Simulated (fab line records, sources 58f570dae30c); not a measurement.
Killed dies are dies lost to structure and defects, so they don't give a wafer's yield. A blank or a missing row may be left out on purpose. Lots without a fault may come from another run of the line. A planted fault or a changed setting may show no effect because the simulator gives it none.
fab line records | flow berkeley_cmos170
record lots=6 wafers=18 last_day=11
route steps=331 shown SILICIDE@212 CONTACT@216
lots that met no fault: from a run of the same line without faults
start_h: hours from the record's first day to the start of the lot's first wafer shown | wait_h: hours since the lot's step before | " the same as in the row above | L1.1+2: a row that stands for several wafers | - no value, or no start given | * or withheld: withheld | < > ~ a bound
route shown NAME@n: a module of which the file shows steps, and the number in the route of the first | usual: mean/standard deviation of fault-free wafers | same: alike in all rows | chamber/n: place in a boat | sites: the reading at each site | _std_site: their standard deviation | _edge_site: outer sites' mean less inner sites' | radius_mm: how far each site lies from the wafer's centre | mask NAME#n: copy n | behind: the tool/chamber that last shaped the wafer | hold: why the lot was held/for how many hours/how that ended | device: the transistor (n, p or np) that didn't switch | end of line: the same wafers' tests at the end of the route | a step without rows: its recipe alone | killed: dies lost to structure and defects at the first sort, not the wafer's yield | map: a wafer's dies, x killed, . not, _ none there
set.NAME: the setting as run; set.NAME@STEP: as run at that earlier step | model.NAME: the simulator's own value behind a step, which no gauge read
lots at some steps of the route; a table a step, a row a wafer
services: from which hour (start_h, from the record's first day; less than 0 if before it) a tool's chamber was out of use, for how many hours, and why
## steps
# step UCB170_SILICIDE_RS_MEAS_02
# recipe thk_meas_gauge=four-point-probe reads=Ti_of_SILICIDE_SPUTTER_01
# usual SILICIDE_TI_RS=26.3/0.34
# columns lot.wafer tool chamber start_h wait_h SILICIDE_TI_RS[ohm/sq]
L262.3 film_metro-04 - 181.50 0.1 26.3
L262.4 " - " " 26.6
L262.6 " - " " 26.2
L263.1 film_metro-01 - 191.32 0.0 25.9
L263.4 " - " " 26.2
L263.5 " - " " 26.2
L267.1 film_metro-01 - 212.39 0.0 25.7
L267.3 " - " " 25.8
L267.4 " - " " 25.8
L266.1 film_metro-02 - 212.67 0.0 26.5
L266.2 " - " " 26.9
L266.3 " - " " 27.0
L273.3 film_metro-01 - 237.20 0.1 26.1
L273.4 " - " " 26.1
L273.6 " - " " 26.0
L274.3 film_metro-01 - 248.86 0.1 26.5
L274.4 " - " " 27.2
L274.6 " - " " 26.3
# step UCB170_SILICIDE_THK_MEAS_03
# recipe thk_meas_gauge=xrf reads=Ti_of_SILICIDE_SPUTTER_01
# usual SILICIDE_TI_THK=29.2/0.38
# columns lot.wafer tool chamber start_h wait_h SILICIDE_TI_THK[nm]
L262.3 film_metro-04 - 181.60 0.1 29.6
L262.4 " - " " 29.3
L262.6 " - " " 29.6
L263.1 film_metro-01 - 191.44 0.1 29.6
L263.4 " - " " 29.2
L263.5 " - " " 29.2
L267.1 film_metro-01 - 212.51 0.1 29.7
L267.3 " - " " 29.7
L267.4 " - " " 29.6
L266.1 film_metro-02 - 212.79 0.1 28.9
L266.2 " - " " 28.5
L266.3 " - " " 28.4
L273.3 film_metro-01 - 237.30 0.1 29.2
L273.4 " - " " 29.3
L273.6 " - " " 29.3
L274.3 film_metro-01 - 248.96 0.1 28.9
L274.4 " - " " 28.5
L274.6 " - " " 29.2
# step UCB170_SILICIDE_RTA_04
# recipe temp_c=650 time_s=15 ambient=N2
# usual anneal_temp_c_max=653.2/1 chamber_o2_ppm=2.003/0.022 lamp_power_pct=10.5/0.5 wafer_temp_C_max=652.6/0.67
# columns lot.wafer tool chamber start_h wait_h anneal_temp_c_max chamber_o2_ppm lamp_power_pct wafer_temp_C_max
L262.3 rtp_anneal-02 0 181.66 0.1 654.3 1.989 10.0 653.5
L262.4 " 0 " " 653.8 1.980 10.1 653.6
L262.6 " 0 " " 653.5 1.984 10.0 653.0
L263.1 rtp_anneal-01 0 191.50 0.1 652.3 1.989 11.0 651.7
L263.4 " 0 " " 653.0 1.981 11.0 651.7
L263.5 " 0 " " 651.8 1.959 11.0 652.5
L267.1 rtp_anneal-02 0 212.57 0.1 654.9 2.010 10.0 652.3
L267.3 " 0 " " 653.9 1.993 10.0 652.7
L267.4 " 0 " " 653.7 2.019 10.0 652.9
L266.1 rtp_anneal-01 0 212.85 0.1 652.4 1.986 11.0 651.7
L266.2 " 0 " " 652.1 2.030 11.0 651.9
L266.3 " 0 " " 652.2 2.023 11.0 651.5
L273.3 rtp_anneal-02 0 237.36 0.1 653.9 1.977 10.0 653.4
L273.4 " 0 " " 654.3 2.003 10.0 652.9
L273.6 " 0 " " 653.6 1.980 10.0 653.8
L274.3 rtp_anneal-01 0 249.02 0.1 652.9 2.006 11.0 652.2
L274.4 " 0 " " 652.2 2.010 11.0 652.3
L274.6 " 0 " " 652.8 1.982 11.0 651.8
# step UCB170_SILICIDE_WET_ETCH_05
# recipe chemistry=SPM time_s=45 temp_c=120 target=Ti
# step UCB170_CONTACT_CLEAN_00
# recipe chemistry=SPM temp_c=120 time_s=600
# step UCB170_CONTACT_CVD_01
# recipe material=PSG target_thk_nm=700 temp_c=450 precursor=SiH4/O2/PH3 time_s=2820 pressure_mtorr=300 sih4_flow_sccm=60 o2_flow_sccm=90 ph3_flow_sccm=25
# step UCB170_CONTACT_THK_MEAS_02
# recipe reads=PSG_of_CONTACT_CVD_01
# usual CONTACT_PSG_THK=697/7.9
# columns lot.wafer tool chamber start_h wait_h CONTACT_PSG_THK[nm]
L262.3 film_metro-02 - 183.78 0.1 694
L262.4 " - " " 692
L262.6 " - " " 697
L263.1 film_metro-03 - 196.34 0.0 693
L263.4 " - " " 702
L263.5 " - " " 697
L266.1 film_metro-03 - 215.81 0.0 690
L266.2 " - " " 687
L266.3 " - " " 686
L267.1 film_metro-01 - 215.81 0.0 700
L267.3 " - " " 706
L267.4 " - " " 704
L273.3 film_metro-03 - 239.41 0.0 707
L273.4 " - " " 705
L273.6 " - " " 706
L274.3 film_metro-03 - 251.07 0.0 689
L274.4 " - " " 693
L274.6 " - " " 689
# step UCB170_CONTACT_HMDS_03
# recipe prime_time_s=60 prime_temp_c=100
# step UCB170_CONTACT_COAT_04
# recipe resist=KrF spin_rpm=1500 resist_thk_nm=900
# step UCB170_CONTACT_SOFTBAKE_05
# recipe resist=KrF temp_c=130 time_s=60
# step UCB170_CONTACT_STRIP_06
# recipe chemistry=O2 power_w=400 pressure_mtorr=3500 platen_temp_c=withheld o2_flow_sccm=400 overash_fraction=0.5
# usual drypump_motor_current_A=6.1/0.42 oes_product_au=0.734/0.0043 strip_time_to_endpoint_s=21.95/0.061
# columns lot.wafer tool chamber start_h wait_h drypump_motor_current_A oes_product_au rf_hours_counter_h strip_time_to_endpoint_s
L262.3 plasma_asher-03 1 184.69 0.1 6.6 0.738 - 21.94
L262.4 " 0 " " 5.4 0.729 - 21.91
L262.6 " 1 " " 6.6 0.730 - 21.93
L263.1 plasma_asher-01 0 196.85 0.1 6.3 0.733 50 21.93
L263.4 " 0 " " 6.3 0.738 - 21.88
L263.5 " 1 " " 6.0 0.732 - 21.89
L267.1 plasma_asher-02 0 216.32 0.1 5.9 0.733 51 22.01
L267.3 " 1 " " 6.6 0.738 - 21.98
L267.4 " 0 " " 5.9 0.732 - 22.01
L266.1 plasma_asher-03 1 216.59 0.1 6.5 0.724 47 21.92
L266.2 " 0 " " 5.3 0.730 47 21.94
L266.3 " 0 " " 5.4 0.736 - 21.96
L273.3 plasma_asher-01 1 239.94 0.1 6.0 0.736 - 21.95
L273.4 " 0 " " 6.3 0.735 - 22.00
L273.6 " 0 " " 6.3 0.733 - 22.00
L274.3 plasma_asher-03 1 251.60 0.1 6.6 0.737 - 21.89
L274.4 " 0 " " 5.3 0.746 - 21.90
L274.6 " 1 " " 6.6 0.733 - 21.89
# step UCB170_CONTACT_CLEAN_07
# recipe chemistry=SPM temp_c=120 time_s=600
# step UCB170_CONTACT_RTA_08
# recipe temp_c=900 time_s=10 ambient=N2
# usual anneal_temp_c_max=904.4/1.6 chamber_o2_ppm=2.004/0.023 lamp_power_pct=24.7/1.2 wafer_temp_C_max=903.7/0.94
# columns lot.wafer tool chamber start_h wait_h anneal_temp_c_max chamber_o2_ppm lamp_power_pct wafer_temp_C_max
L262.3 rtp_anneal-02 0 184.96 0.0 906.8 2.015 23.4 905.6
L262.4 " 0 " " 905.4 2.011 23.4 903.6
L262.6 " 0 " " 906.4 2.009 23.5 904.8
L263.1 rtp_anneal-01 0 197.14 0.0 902.9 2.015 25.7 903.1
L263.4 " 0 " " 902.2 1.995 25.7 903.1
L263.5 " 0 " " 902.8 2.021 25.8 903.0
L267.1 rtp_anneal-01 - 216.63 0.0 - - - -
L267.3 " - " " - - - -
L267.4 " - " " - - - -
L266.1 rtp_anneal-02 - 216.90 0.0 - - - -
L266.2 " - " " - - - -
L266.3 " - " " - - - -
L273.3 rtp_anneal-02 0 240.20 0.0 905.1 1.991 23.4 903.5
L273.4 " 0 " " 904.5 2.015 23.4 904.5
L273.6 " 0 " " 904.8 1.995 23.5 903.3
L274.3 rtp_anneal-02 0 252.70 0.0 908.7 2.024 23.4 903.0
L274.4 " 0 " " 906.7 2.000 23.4 903.3
L274.6 " 0 " " 906.7 1.994 23.4 903.0
# step UCB170_CONTACT_COAT_09
# recipe resist=BARC temp_c=withheld time_s=withheld spin_rpm=3000 resist_thk_nm=withheld
## services
# columns tool chamber start_h hours kind
rtp_anneal-02 - 209.11 0.9 pm
## key
first_sign step=UCB170_CONTACT_RTA_08 reading=tool_record direction=missing
effect none on later readings
met_at UCB170_CONTACT_RTA_08
struck_wafers L266.1,L266.2,L266.3,L267.1,L267.3,L267.4
later_rows_left_out L266.1,L266.2,L266.3,L267.1,L267.3,L267.4
sort_left_out L266.1,L266.2,L266.3,L267.1,L267.3,L267.4
tester_left_out L266,L267
onset_between 197.14 216.63
fault kind=skipped_step_whole tool=rtp_anneal-01,rtp_anneal-02 chamber=- onset_h=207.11 steps=UCB170_CONTACT_RTA_08 scope=struck_lots_only
# tester_left_out: of these lots the tester's yield and bins aren't shown, on N5 and GAA mostly nor the transistor test; their killed dies are dies lost to structure and defects alone, not to doping, threshold or leakage, so they don't give the yield
# sort_left_out: the simulated sort isn't trusted on such a fault, so these wafers' sort isn't shown, and their yield isn't known
# later_rows_left_out: the simulator's readings of these wafers behind a module that went badly wrong aren't trusted and aren't shown, but for the sort
